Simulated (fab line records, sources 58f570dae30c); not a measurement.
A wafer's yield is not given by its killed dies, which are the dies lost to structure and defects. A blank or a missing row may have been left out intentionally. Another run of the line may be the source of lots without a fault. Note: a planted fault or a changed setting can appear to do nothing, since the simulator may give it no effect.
Split-lot experiment | flow berkeley-cmos170 | route with 331 steps; 5 lots, 27 wafers read

## ABOUT THE SPLIT
At UCB170_SILICIDE_SPUTTER_01 (material Ti, target thk 30 nm, time 25 s), the setting time-s was moved away from the recipe's 25 s on 9 of the 27 wafers read, by -27.4% to +46.1%. The other wafers ran this setting at the recipe's value.

## BETWEEN THE SPLIT AND THE READING: the file shows 1 step in between
- UCB170_SILICIDE_RS_MEAS_02: measures by four-point-probe

## THE READING
SILICIDE_TI_THK, in nm, at UCB170_SILICIDE_THK_MEAS_03 (measures by xrf). Fault-free wafers of this fab line usually give 29.6 nm, standard deviation 0.34 nm.

wafer  | tool, chamber at the split | time-s as run, s | against the recipe | SILICIDE_TI_THK, nm | against lot-mates on the recipe
L076.1 | pvd-sputter-03, -          | 36.53            | +46.1%             | 43.4                | +13.6
L076.2 | pvd-sputter-03, -          | 25               | recipe             | 29.9                | -
L076.3 | pvd-sputter-03, -          | 25               | recipe             | 29.7                | -
L076.4 | pvd-sputter-03, -          | 25               | recipe             | 29.7                | -
L076.5 | pvd-sputter-03, -          | 36.53            | +46.1%             | 43.5                | +13.7
L076.6 | pvd-sputter-03, -          | 36.53            | +46.1%             | 43.3                | +13.5
L077.1 | pvd-sputter-01, -          | 25               | recipe             | 29.3                | -
L077.2 | pvd-sputter-01, -          | 30.51            | +22.0%             | 35.8                | +6.5
L077.3 | pvd-sputter-01, -          | 25               | recipe             | 29.0                | -
L077.4 | pvd-sputter-01, -          | 25               | recipe             | 29.6                | -
L077.5 | pvd-sputter-01, -          | 30.51            | +22.0%             | 35.8                | +6.5
L077.6 | pvd-sputter-01, -          | 30.51            | +22.0%             | 35.6                | +6.3
L079.1 | pvd-sputter-02, -          | 25               | recipe             | 29.4                | -
L079.2 | pvd-sputter-02, -          | 25               | recipe             | 29.3                | -
L079.3 | pvd-sputter-02, -          | 25               | recipe             | 29.2                | -
L081.1 | pvd-sputter-02, -          | 25               | recipe             | 29.2                | -
L081.2 | pvd-sputter-02, -          | 25               | recipe             | 29.4                | -
L081.3 | pvd-sputter-02, -          | 25               | recipe             | 29.4                | -
L081.4 | pvd-sputter-02, -          | 25               | recipe             | 29.5                | -
L081.5 | pvd-sputter-02, -          | 25               | recipe             | 29.4                | -
L081.6 | pvd-sputter-02, -          | 25               | recipe             | 29.8                | -
L083.1 | pvd-sputter-03, -          | 25               | recipe             | 29.5                | -
L083.2 | pvd-sputter-03, -          | 25               | recipe             | 29.3                | -
L083.3 | pvd-sputter-03, -          | 18.16            | -27.4%             | 21.2                | -8.2
L083.4 | pvd-sputter-03, -          | 25               | recipe             | 29.4                | -
L083.5 | pvd-sputter-03, -          | 18.16            | -27.4%             | 21.0                | -8.4
L083.6 | pvd-sputter-03, -          | 18.16            | -27.4%             | 21.3                | -8.1

THE FIT
A straight line over all 27 wafers: SILICIDE_TI_THK changes by +0.3 nm for each +1% of time-s; r = +1.00; the points scatter about the line by 0.23 nm.
The same after taking each lot's own level away (the mean of its wafers on the recipe; 27 wafers): +0.297 nm for each +1%; r = +1.00; scatter 0.15 nm.
That fit puts the effect of the largest move of time-s on the reading at 14 nm.
The span of the lots' own levels, 29.30 to 29.77 nm, comes to 1.4 times the standard deviation stated above.
The two slopes agree, so the slope changes little with the lot-to-lot level.
Check: with one of the wafers moved furthest among these (+46.1%) left out of the fit, the line predicts +13.7 nm for it against its lot-mates. It came out at +13.6 nm against them.

## OTHER SPLITS ON THESE WAFERS
These wafers also went through other splits before the reading. Each is held against what the fit with the lots' levels taken away leaves over:
other split on the same wafers        | wafers away from the commonest value | r with SILICIDE_TI_THK (lot level and that fit taken away)
UCB170_START_OXIDATION_02 ox-time-s   | 18                                   | -0.13
UCB170_PWELL_ETCH_14 time-s           | 6                                    | -0.23
UCB170_ACTIVE_ETCH_15 time-s          | 9                                    | +0.08
UCB170_PLDD_DEVELOP_05 develop-time-s | 9                                    | -0.23
UCB170_SPACER_CVD_00 time-s           | 6                                    | +0.04

## THE WHOLE CHAIN: every reading that the file lists as answering this split, in the file's order
step                        | what it does                             | reading                                                                           | change (the file's fit)                                                           | r (the file's)
UCB170_SILICIDE_SPUTTER_01  | material Ti, target thk 30 nm, time 25 s | Ti_of_SILICIDE_SPUTTER_01.thk-nm (the simulator's own value, which no gauge read) | +0.302 nm for each +1% of the setting                                             | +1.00
UCB170_SILICIDE_RS_MEAS_02  | measures by four-point-probe             | SILICIDE_TI_RS                                                                    | not straight: 38.9 at the lowest setting, 26.3 at the recipe, 16.7 at the highest | not given
UCB170_SILICIDE_THK_MEAS_03 | measures by xrf                          | SILICIDE_TI_THK                                                                   | +0.297 for each +1% of the setting                                                | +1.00

## THE FILE'S OWN FIT
SILICIDE_TI_THK changes by +0.297 nm for each +1% of time-s, r = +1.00.
